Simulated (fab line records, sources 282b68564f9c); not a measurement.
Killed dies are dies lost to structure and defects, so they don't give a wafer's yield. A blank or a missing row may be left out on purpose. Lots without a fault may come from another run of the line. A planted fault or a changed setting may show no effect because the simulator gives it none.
fab line records | flow rit_cmos
record lots=13 wafers=39 last_day=7
route steps=202 shown FOX2@24 PRETRO@70 CONTACT@168 M1@202
lots that met no fault: from a run of the same line without faults
start_h: hours from the record's first day to the start of the lot's first wafer shown | wait_h: hours since the lot's step before | " the same as in the row above | L1.1+2: a row that stands for several wafers | - no value, or no start given | * or withheld: withheld | < > ~ a bound
route shown NAME@n: a module of which the file shows steps, and the number in the route of the first | usual: mean/standard deviation of fault-free wafers | same: alike in all rows | chamber/n: place in a boat | sites: the reading at each site | _std_site: their standard deviation | _edge_site: outer sites' mean less inner sites' | radius_mm: how far each site lies from the wafer's centre | mask NAME#n: copy n | behind: the tool/chamber that last shaped the wafer | hold: why the lot was held/for how many hours/how that ended | device: the transistor (n, p or np) that didn't switch | end of line: the same wafers' tests at the end of the route | a step without rows: its recipe alone | killed: dies lost to structure and defects at the first sort, not the wafer's yield | map: a wafer's dies, x killed, . not, _ none there
set.NAME: the setting as run; set.NAME@STEP: as run at that earlier step | model.NAME: the simulator's own value behind a step, which no gauge read
steps of the route over a sample of lots; a table a step, a row a wafer
services: from which hour (start_h, from the record's first day; less than 0 if before it) a tool's chamber was out of use, for how many hours, and why
## steps
# step RIT_FOX2_THK_MEAS_01
# recipe reads=SiO2_of_FOX2_OXIDATION_00
# usual FOX2_OXIDE_THK=351/7.1
# columns lot.wafer tool chamber start_h wait_h FOX2_OXIDE_THK[nm]
L447.1 film_metro-02 - 20.79 0.0 352
L447.2 " - " " 345
L447.4 " - " " 354
L448.1 film_metro-02 - 26.56 0.0 348
L448.4 " - " " 346
L448.6 " - " " 348
L450.1 film_metro-03 - 35.21 0.0 365
L450.3 " - " " 359
L450.6 " - " " 357
L451.2 film_metro-02 - 41.03 0.0 356
L451.5 " - " " 358
L451.6 " - " " 359
L452.1 film_metro-03 - 46.22 0.0 357
L452.2 " - " " 354
L452.4 " - " " 356
L454.4 film_metro-03 - 53.99 0.0 352
L454.5 " - " " 352
L454.6 " - " " 360
L455.2 film_metro-02 - 60.44 0.0 340
L455.3 " - " " 339
L455.4 " - " " 338
L456.2 film_metro-03 - 64.40 0.0 349
L456.5 " - " " 347
L456.6 " - " " 344
L459.2 film_metro-03 - 79.15 0.0 349
L459.3 " - " " 358
L459.4 " - " " 356
L465.2 film_metro-01 - 111.13 0.0 358
L465.5 " - " " 353
L465.6 " - " " 359
L467.1 film_metro-02 - 119.81 0.0 353
L467.3 " - " " 354
L467.4 " - " " 353
L469.4 film_metro-01 - 129.29 0.0 359
L469.5 " - " " 358
L469.6 " - " " 361
L470.1 film_metro-02 - 134.13 0.0 345
L470.4 " - " " 348
L470.5 " - " " 348
# step RIT_PRETRO_OVL_MEAS_06
# usual PRETRO_OVL=0.2/1.1
# columns lot.wafer tool chamber start_h wait_h PRETRO_OVL[nm]
L447.1 overlay-01 - 33.64 - 0.7
L447.2 " - " " 3.1
L447.4 " - " " 0.4
L448.1 overlay-02 - 39.84 - -0.1
L448.4 " - " " 1.2
L448.6 " - " " 1.8
L450.1 overlay-02 - 47.04 - 2.3
L450.3 " - " " 0.8
L450.6 " - " " 1.3
L451.2 overlay-01 - 53.34 - -0.4
L451.5 " - " " -0.7
L451.6 " - " " -0.7
L452.1 overlay-02 - 58.37 - -0.4
L452.2 " - " " -0.5
L452.4 " - " " -1.1
L454.4 overlay-01 - 66.37 - -0.2
L454.5 " - " " 1.0
L454.6 " - " " 1.3
L455.2 overlay-02 - 72.61 - 0.6
L455.3 " - " " 1.2
L455.4 " - " " 1.2
L456.2 overlay-01 - 77.69 - -0.2
L456.5 " - " " -1.4
L456.6 " - " " -0.5
L459.2 overlay-01 - 92.14 - -0.6
L459.3 " - " " 0.4
L459.4 " - " " 0.4
L465.2 overlay-02 - 123.52 - -0.6
L465.5 " - " " 0.1
L465.6 " - " " 0.7
L467.1 overlay-01 - 132.48 - 0.5
L467.3 " - " " -1.9
L467.4 " - " " -0.4
L469.4 overlay-01 - 142.15 - -0.2
L469.5 " - " " 0.7
L469.6 " - " " -1.1
L470.1 overlay-01 - 146.97 - 0.5
L470.4 " - " " 0.8
L470.5 " - " " 0.3
# step RIT_CONTACT_CVD_00
# recipe material=SiO2 target_thk_nm=400 precursor=TEOS temp_c=390 time_s=61 rf_w=400
# usual heater_power_w=324/57
# columns lot.wafer tool chamber start_h wait_h heater_power_w since_wet_clean_h
L447.1 pecvd-03 1 55.72 0.1 219 611
L447.2 " 0 " " 380 611
L447.4 " 0 " " 406 -
L448.1 pecvd-02 0 61.37 0.1 361 212
L448.4 " 0 " " 381 -
L448.6 " 2 " " 365 -
L450.1 pecvd-03 0 67.61 0.1 374 623
L450.3 " 2 " " 344 623
L450.6 " 1 " " 207 -
L451.2 pecvd-02 2 75.34 0.0 359 226
L451.5 " 1 " " 281 -
L451.6 " 2 " " 378 -
L452.1 pecvd-04 0 79.86 0.1 276 1416
L452.2 " 1 " " 299 1416
L452.4 " 0 " " 285 -
L454.4 pecvd-03 1 86.29 0.0 227 -
L454.5 " 2 " " 369 -
L454.6 " 0 " " 353 -
L455.2 pecvd-04 0 95.42 0.0 341 1432
L455.3 " 1 " " 321 1432
L455.4 " 0 " " 358 -
L456.2 pecvd-02 0 97.33 0.0 341 248
L456.5 " 1 " " 204 -
L456.6 " 0 " " 348 -
L459.2 pecvd-02 0 115.94 0.0 388 267
L459.3 " 1 " " 278 267
L459.4 " 2 " " 334 -
L465.2 pecvd-02 2 145.74 0.0 349 296
L465.5 " 2 " " 366 -
L465.6 " 1 " " 261 -
L467.1 pecvd-03 2 155.83 0.1 383 711
L467.3 " 1 " " 257 711
L467.4 " 0 " " 373 -
L469.4 pecvd-04 1 163.94 0.0 249 -
L469.5 " 2 " " 294 -
L469.6 " 0 " " 372 -
L470.1 pecvd-03 0 167.06 0.1 318 722
L470.4 " 0 " " 338 -
L470.5 " 2 " " 311 -
# step RIT_CONTACT_THK_MEAS_01
# recipe reads=SiO2_of_CONTACT_CVD_00
# usual CONTACT_TEOS_THK=400/5.7
# columns lot.wafer tool chamber start_h wait_h hold CONTACT_TEOS_THK[nm]
L447.1 film_metro-03 - 55.77 0.0 - 403
L447.2 " - " " - 399
L447.4 " - " " - 409
L448.1 film_metro-03 - 61.42 0.0 - 400
L448.4 " - " " - 403
L448.6 " - " " - 409
L450.1 film_metro-04 - 67.66 0.0 - 399
L450.3 " - " " - 394
L450.6 " - " " - 408
L451.2 film_metro-02 - 75.40 0.0 - 397
L451.5 " - " " - 403
L451.6 " - " " - 407
L452.1 film_metro-03 - 79.91 0.0 - 400
L452.2 " - " " - 399
L452.4 " - " " - 404
L454.4 film_metro-03 - 86.34 0.0 - 408
L454.5 " - " " - 406
L454.6 " - " " - 406
L455.2 film_metro-03 - 95.48 0.0 - 406
L455.3 " - " " - 398
L455.4 " - " " - 410
L456.2 film_metro-03 - 97.39 0.0 - 389
L456.5 " - " " - 401
L456.6 " - " " - 394
L459.2 film_metro-03 - 116.00 0.0 - 399
L459.3 " - " " - 393
L459.4 " - " " - 407
L465.2 film_metro-02 - 145.80 0.0 await_dispo/0.2h/release 394
L465.5 " - " " await_dispo/0.2h/release 397
L465.6 " - " " await_dispo/0.2h/release 542
L465.2 film_metro-02 - 146.03 0.2 - 394
L465.5 " - " " - 397
L465.6 " - " " - 542
L467.1 film_metro-02 - 155.88 0.0 - 392
L467.3 " - " " - 393
L467.4 " - " " - 395
L469.4 film_metro-02 - 164.00 0.0 - 400
L469.5 " - " " - 403
L469.6 " - " " - 403
L470.1 film_metro-02 - 167.14 0.1 - 394
L470.4 " - " " - 399
L470.5 " - " " - 397
# step RIT_M1_PROBE_99
# usual killed_at_contacts=0.1/0.24 killed_at_front_end=7/3.2 killed_dies=7/3.2 killed_on_rim=1.9/1.4 killed_open=3.6/2.1 killed_short=3.5/2
# same gross_dies=264 killed_at_M0_to_M3=0 killed_at_M4_up=0 killed_at_back_side=0 killed_at_other=0
# columns lot.wafer tool chamber start_h wait_h hold killed_at_contacts killed_at_front_end killed_dies killed_on_rim killed_open killed_short
L447.1 prober-02 - 61.96 0.1 - 0 9 9 3 8 1
L447.2 prober-02 - 62.01 0.1 - 0 4 4 1 1 3
L447.4 prober-02 - 62.11 0.2 - 0 5 5 0 2 3
L448.1 prober-01 - 67.73 0.1 - 0 7 7 2 3 4
L448.4 prober-01 - 67.88 0.2 - 0 5 5 2 2 3
L448.6 prober-01 - 67.98 0.2 - 1 10 11 5 7 4
L450.1 prober-01 - 74.16 0.1 - 0 1 1 0 1 0
L450.3 prober-01 - 74.26 0.2 - 0 5 5 1 1 4
L450.6 prober-01 - 74.41 0.2 - 0 6 6 4 3 3
L451.2 prober-02 - 81.64 0.1 - 0 5 5 2 3 2
L451.5 prober-02 - 81.79 0.2 - 0 11 11 2 7 4
L451.6 prober-02 - 81.84 0.2 - 0 11 11 0 6 5
L452.1 prober-01 - 86.29 0.1 - 0 5 5 1 4 1
L452.2 prober-01 - 86.34 0.1 - 0 7 7 3 4 3
L452.4 prober-01 - 86.44 0.2 - 0 7 7 2 4 3
L454.4 prober-01 - 92.77 0.2 - 0 12 12 1 8 4
L454.5 prober-01 - 92.82 0.2 - 0 16 16 7 5 11
L454.6 prober-01 - 92.87 0.2 - 0 14 14 5 9 5
L455.2 prober-02 - 101.95 0.1 - 0 6 6 0 4 2
L455.3 prober-02 - 102.00 0.2 - 0 3 3 0 1 2
L455.4 prober-02 - 102.05 0.2 - 0 3 3 2 1 2
L456.2 prober-01 - 103.76 0.1 - 0 3 3 1 1 2
L456.5 prober-01 - 103.91 0.2 - 0 1 1 0 0 1
L456.6 prober-01 - 103.96 0.2 - 0 8 8 4 3 5
L459.2 prober-02 - 122.56 0.1 - 0 12 12 3 7 5
L459.3 prober-02 - 122.61 0.2 - 0 3 3 1 1 2
L459.4 prober-02 - 122.66 0.2 - 0 5 5 4 4 1
L465.2 prober-02 - 157.15 0.1 await_dispo/1.3h/release 0 4 4 1 1 3
L465.5 prober-02 - 157.30 0.2 await_dispo/1.3h/release 0 6 6 2 3 3
L465.6 prober-02 - 157.35 0.2 await_dispo/1.3h/release 260 4 264 70 2 2
L467.1 prober-02 - 162.21 0.1 - 0 9 9 0 6 3
L467.3 prober-02 - 162.31 0.2 - 0 9 9 1 5 4
L467.4 prober-02 - 162.36 0.2 - 0 4 4 0 2 2
L469.4 prober-02 - 170.55 0.2 - 1 7 8 1 5 3
L469.5 prober-02 - 170.60 0.2 - 0 4 4 2 2 2
L469.6 prober-02 - 170.65 0.2 - 0 4 4 1 2 2
L470.1 prober-01 - 173.68 0.1 - 0 17 17 2 11 6
L470.4 prober-01 - 173.83 0.2 - 0 18 18 3 10 8
L470.5 prober-01 - 173.88 0.2 - 0 10 10 3 5 5
# killed by level:class
L447.1 GATE:geometric_particle:open=6 FOX1:geometric_particle:short=1 FOX1:geometric_particle:open=1 SILICIDE:geometric_particle:open=1
L447.2 FOX2:geometric_particle:short=1 REOX:geometric_particle:short=1 SPACER:geometric_particle:open=1 SILICIDE:geometric_particle:short=1
L447.4 GATE:geometric_particle:short=3 GATE:geometric_particle:open=1 REOX:geometric_particle:open=1
L448.1 FOX2:geometric_particle:short=2 GATE:geometric_particle:open=2 SPACER:geometric_particle:open=1 SPACER:geometric_particle:short=1 SILICIDE:geometric_particle:short=1
L448.4 SPACER:geometric_particle:short=2 FOX1:geometric_particle:short=1 FOX1:geometric_particle:open=1 SPACER:geometric_particle:open=1
L448.6 GATE:geometric_particle:open=5 REOX:geometric_particle:short=2 GATE:geometric_particle:short=1 SPACER:geometric_particle:open=1 SILICIDE:geometric_particle:short=1 CONTACT:geometric_particle:open=1
L450.1 SPACER:geometric_particle:open=1
L450.3 REOX:geometric_particle:short=3 GATE:geometric_particle:short=1 GATE:geometric_particle:open=1
L450.6 FOX2:geometric_particle:short=1 REOX:geometric_particle:open=1 REOX:geometric_particle:short=1 SPACER:geometric_particle:open=1 SILICIDE:geometric_particle:open=1 SILICIDE:geometric_particle:short=1
L451.2 GATE:geometric_particle:open=2 FOX1:geometric_particle:open=1 GATE:geometric_particle:short=1 SPACER:geometric_particle:short=1
L451.5 GATE:geometric_particle:open=6 FOX1:geometric_particle:short=2 GATE:geometric_particle:short=1 REOX:geometric_particle:open=1 REOX:geometric_particle:short=1
L451.6 FOX1:geometric_particle:short=3 REOX:geometric_particle:open=2 SILICIDE:geometric_particle:short=2 FOX1:geometric_particle:open=1 GATE:geometric_particle:open=1 SPACER:geometric_particle:open=1 SILICIDE:geometric_particle:open=1
L452.1 GATE:geometric_particle:open=2 FOX1:geometric_particle:open=1 FOX2:geometric_particle:open=1 GATE:geometric_particle:short=1
L452.2 GATE:geometric_particle:open=4 GATE:geometric_particle:short=1 SPACER:geometric_particle:short=1 SILICIDE:geometric_particle:short=1
L452.4 GATE:geometric_particle:short=3 GATE:geometric_particle:open=2 REOX:geometric_particle:open=1 SPACER:geometric_particle:open=1
L454.4 GATE:geometric_particle:open=3 SPACER:geometric_particle:short=3 REOX:geometric_particle:open=2 SPACER:geometric_particle:open=2 REOX:geometric_particle:short=1 SILICIDE:geometric_particle:open=1
L454.5 REOX:geometric_particle:short=5 REOX:geometric_particle:open=4 GATE:geometric_particle:short=2 SILICIDE:geometric_particle:short=2 FOX1:geometric_particle:short=1 GATE:geometric_particle:open=1 SPACER:geometric_particle:short=1
L454.6 GATE:geometric_particle:open=5 GATE:geometric_particle:short=2 REOX:geometric_particle:open=2 SPACER:geometric_particle:open=2 SILICIDE:geometric_particle:short=2 REOX:geometric_particle:short=1
L455.2 GATE:geometric_particle:open=3 GATE:geometric_particle:short=1 REOX:geometric_particle:open=1 REOX:geometric_particle:short=1
L455.3 GATE:geometric_particle:open=1 GATE:geometric_particle:short=1 REOX:geometric_particle:short=1
L455.4 GATE:geometric_particle:open=1 GATE:geometric_particle:short=1 REOX:geometric_particle:short=1
L456.2 GATE:geometric_particle:open=1 GATE:geometric_particle:short=1 SPACER:geometric_particle:short=1
L456.5 FOX1:geometric_particle:short=1
L456.6 FOX1:geometric_particle:short=2 GATE:geometric_particle:open=2 FOX2:geometric_particle:open=1 GATE:geometric_particle:short=1 REOX:geometric_particle:short=1 SILICIDE:geometric_particle:short=1
L459.2 GATE:geometric_particle:short=4 GATE:geometric_particle:open=3 SPACER:geometric_particle:open=2 FOX1:geometric_particle:open=1 SPACER:geometric_particle:short=1 SILICIDE:geometric_particle:open=1
L459.3 FOX1:geometric_particle:open=1 FOX2:geometric_particle:short=1 GATE:geometric_particle:short=1
L459.4 GATE:geometric_particle:open=2 FOX1:geometric_particle:short=1 REOX:geometric_particle:open=1 SILICIDE:geometric_particle:open=1
L465.2 REOX:geometric_particle:short=2 FOX1:geometric_particle:short=1 REOX:geometric_particle:open=1
L465.5 GATE:geometric_particle:open=2 FOX1:geometric_particle:short=1 FOX2:geometric_particle:open=1 GATE:geometric_particle:short=1 SPACER:geometric_particle:short=1
L465.6 CONTACT:area_etch=260 SPACER:geometric_particle:open=2 GATE:geometric_particle:short=2
L467.1 GATE:geometric_particle:open=2 GATE:geometric_particle:short=2 SPACER:geometric_particle:open=2 FOX1:geometric_particle:short=1 REOX:geometric_particle:open=1 SILICIDE:geometric_particle:open=1
L467.3 GATE:geometric_particle:open=2 SILICIDE:geometric_particle:open=2 FOX1:geometric_particle:short=1 FOX2:geometric_particle:short=1 REOX:geometric_particle:short=1 SPACER:geometric_particle:open=1 SILICIDE:geometric_particle:short=1
L467.4 FOX1:geometric_particle:open=1 GATE:geometric_particle:open=1 SPACER:geometric_particle:short=1 SILICIDE:geometric_particle:short=1
L469.4 FOX2:geometric_particle:short=2 GATE:geometric_particle:open=2 FOX2:geometric_particle:open=1 CONTACT:geometric_particle:open=1 SPACER:geometric_particle:open=1 SILICIDE:geometric_particle:short=1
L469.5 FOX2:geometric_particle:open=1 FOX2:geometric_particle:short=1 GATE:geometric_particle:short=1 SPACER:geometric_particle:open=1
L469.6 GATE:geometric_particle:open=2 FOX2:geometric_particle:short=1 GATE:geometric_particle:short=1
L470.1 GATE:geometric_particle:open=6 GATE:geometric_particle:short=3 FOX1:geometric_particle:open=2 REOX:geometric_particle:open=2 SILICIDE:geometric_particle:short=2 SPACER:geometric_particle:open=1 SPACER:geometric_particle:short=1
L470.4 GATE:geometric_particle:short=4 SPACER:geometric_particle:open=4 GATE:geometric_particle:open=3 SPACER:geometric_particle:short=3 FOX1:geometric_particle:open=1 FOX2:geometric_particle:short=1 FOX2:geometric_particle:open=1 SILICIDE:geometric_particle:open=1
L470.5 FOX2:geometric_particle:short=2 FOX2:geometric_particle:open=2 GATE:geometric_particle:short=2 GATE:geometric_particle:open=1 SPACER:geometric_particle:short=1 SPACER:geometric_particle:open=1 SILICIDE:geometric_particle:open=1
## services
# columns tool chamber start_h hours kind
pecvd-04 - 69.38 0.6 repair
pecvd-03 - 81.66 1.6 repair
pecvd-03 - 108.05 2.5 repair
pecvd-03 2 122.50 5.7 repair
pecvd-03 - 138.65 14.6 pm
## key
first_sign step=RIT_CONTACT_THK_MEAS_01 reading=visit direction=added
effect step=RIT_CONTACT_THK_MEAS_01 reading=CONTACT_TEOS_THK direction=up sigmas=25 usual=400 struck=542
effect step=RIT_M1_PROBE_99 reading=killed_at_contacts direction=up sigmas=99+ usual=0.1 struck=260
more_kills_born_at RIT_CONTACT_ETCH_11@rie_diel-02=260
met_at RIT_CONTACT_CVD_00
struck_lots L465
struck_wafers L465.6
later_rows_left_out L465.6
tester_left_out L465
not_acting_at RIT_FOX2_THK_MEAS_01,RIT_PRETRO_OVL_MEAS_06
onset_between 115.94 145.74
fault kind=process_parameter_drift tool=pecvd-02 chamber=1 onset_h=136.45 steps=RIT_CONTACT_CVD_00 channel=target_thk_nm offset=141.68 shape=step end_h=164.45 stated=400
# tester_left_out: of these lots the tester's yield and bins aren't shown, on N5 and GAA mostly nor the transistor test; their killed dies are dies lost to structure and defects alone, not to doping, threshold or leakage, so they don't give the yield
# later_rows_left_out: the simulator's readings of these wafers behind a module that went badly wrong aren't trusted and aren't shown, but for the sort
